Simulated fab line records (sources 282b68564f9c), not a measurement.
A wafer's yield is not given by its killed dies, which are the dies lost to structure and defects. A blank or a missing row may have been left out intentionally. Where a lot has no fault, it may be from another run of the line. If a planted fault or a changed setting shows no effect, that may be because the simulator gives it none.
Comparing a struck lot with a sound one ; flow ritCmos ; 17 steps out of a route of 202
Sound: these wafers, L862.1, L862.2, L862.4. Wafers L867.1, L867.2, L867.5 were the ones struck. The cause is given at the end.
Per side, at each step with rows, come the tool, then ch with its chambers, and then its first start. Under that, the readings that differ: sound wafers ; struck wafers ; difference of the means ; sigmas: that difference in standard deviations of wafers without a fault.
alike: readings whose means differ by less than 2 such deviations, and words and numbers that are the same on both sides. not compared: withheld readings, readings that some wafer has no value for, bounds like >300 that may hide the same value, and numbers for which the record gives no deviation and whose values overlap.
Wherever a step has rows on one side only, a row that says differs or no value, or a row with sigmas, the two part there. Numbers that don't overlap but have no deviation are shown without sigmas and don't part them. A reading that every wafer of one side lacks parts them only if that side has two wafers or more.

first, 1 step without rows for these wafers: RIT_PSD_IMPLANT_08.
RIT_PSD_STRIP_09: strips in O2, time 180 s.
  sound on plasmaAsher-01 ch 0,1, day 3 17:56; struck on plasmaAsher-03 ch 0,1, day 4 18:35
  alike: chamberPressureMTorr, drypumpMotorCurrentA
  not compared: rfHoursCounterH
RIT_PSD_TW_MEAS_10:
  sound on filmMetro-01 at day 3 18:07; struck on filmMetro-01 at day 4 18:46
  alike: PSD_TW
then, 3 steps without rows for these wafers: RIT_SDANNEAL_CLEAN_00 (cleans in SC1, time 600 s); RIT_SDANNEAL_CLEAN_01 (cleans in dHF, time 30 s); RIT_SDANNEAL_CLEAN_02 (cleans in SC2, time 600 s).
RIT_SDANNEAL_RTA_03: time 5 s.
  sound on rtpAnneal-02 ch 0, day 3 18:32; struck on rtpAnneal-02 ch 0, day 4 19:13
  alike: annealTempCMax, wafer_temp_C_max
RIT_SDANNEAL_RS_MEAS_04: a four-point-probe measurement.
  sound on filmMetro-01 at day 3 18:35; struck on filmMetro-04 at day 4 19:16
  alike: PSD_RS
RIT_SDANNEAL_RS_MEAS_05: a four-point-probe measurement.
  sound on filmMetro-01 at day 3 18:43; struck on filmMetro-04 at day 4 19:23
  alike: NSD_RS
RIT_SDANNEAL_RS_MEAS_06: a four-point-probe measurement.
  sound on filmMetro-01 at day 3 18:50; struck on filmMetro-04 at day 4 19:31
  alike: PLDD_RS
RIT_SDANNEAL_RS_MEAS_07: a four-point-probe measurement.
  sound on filmMetro-01 at day 3 18:57; struck on filmMetro-04 at day 4 19:38
  alike: NLDD_RS
then, 1 step without rows for these wafers: RIT_SILICIDE_WET_ETCH_00 (etches SiO2 in BOE, target depth 14 nm, time 15 s).
RIT_SILICIDE_SPUTTER_01: material Ti, target thk 30 nm, time 240 s.
  sound on pvdSputter-03 at day 3 19:05; struck on pvdSputter-04 at day 4 19:46
reading;sound;struck;difference;sigmas
model.Ti_of_SILICIDE_SPUTTER_01.thkNm (nm);29.36 29.7 29.33;43.84 44 43.97;+14.47;
  alike: throttleValvePct
RIT_SILICIDE_RS_MEAS_02: a four-point-probe measurement.
  sound on filmMetro-02 at day 3 19:14; struck on filmMetro-02 at day 4 19:55
reading;sound;struck;difference;sigmas
SILICIDE_TI_RS (ohm/sq);49.2 48.5 49.3;29.9 29.8 29.8;-19.2;-27
RIT_SILICIDE_THK_MEAS_03: measures by xrf.
  sound on filmMetro-02 at day 3 19:22; struck on filmMetro-02 at day 4 20:02
reading;sound;struck;difference;sigmas
SILICIDE_TI_THK (nm);29.5 29.8 29.3;44.0 44.4 44.2;+14.7;+40
RIT_SILICIDE_RTA_04: time 10 s, ramp up 5 s, ramp down 5 s.
  sound on rtpAnneal-01 ch 0, day 3 19:25; struck on rtpAnneal-01 ch 0, day 4 20:05
  alike: annealTempCMax, wafer_temp_C_max
RIT_M1_PROBE_99:
  sound on prober-01 at day 4 02:08; struck on prober-01 at day 5 02:40
reading;sound;struck;difference;sigmas
model.etest.nmos_0p3.rOnOhmUm;2141 2096 2139;2303 2320 2309;+185;
model.etest.nmos_0p15.rOnOhmUm;1140 1066 1083;1253 1258 1253;+158;
model.etest.npolyLine.lineOhmUm;165 167.9 173.9;144.6 145.6 148.4;-22.7;
model.etest.contactNplus.endOhmUm;41.37 40.96 42.08;69.68 67.4 67.55;+26.74;
model.etest.ppolyLine.lineOhmUm;161.1 161 166;143.3 142.4 146.6;-18.6;
model.etest.contactPplus.endOhmUm;43.39 44.2 43.09;62.19 62.24 61.14;+18.30;
model.etest.ppolyLine.widthNm (nm);104.1 102 101.4;93.62 94.33 92.92;-8.88;
model.etest.npolyLine.widthNm (nm);103.4 101.8 100.5;93.82 93.27 92.3;-8.77;
  alike: killedAtFrontEnd, killedDies, killedOpen, killedShort

== WHERE THEY PART ==
At RIT_SILICIDE_RS_MEAS_02 first; at RIT_SILICIDE_THK_MEAS_03 last (within this record only). Later steps at which nothing parts them and some readings are alike: RIT_SILICIDE_RTA_04, RIT_M1_PROBE_99.

WHY: the cause the simulator had injected
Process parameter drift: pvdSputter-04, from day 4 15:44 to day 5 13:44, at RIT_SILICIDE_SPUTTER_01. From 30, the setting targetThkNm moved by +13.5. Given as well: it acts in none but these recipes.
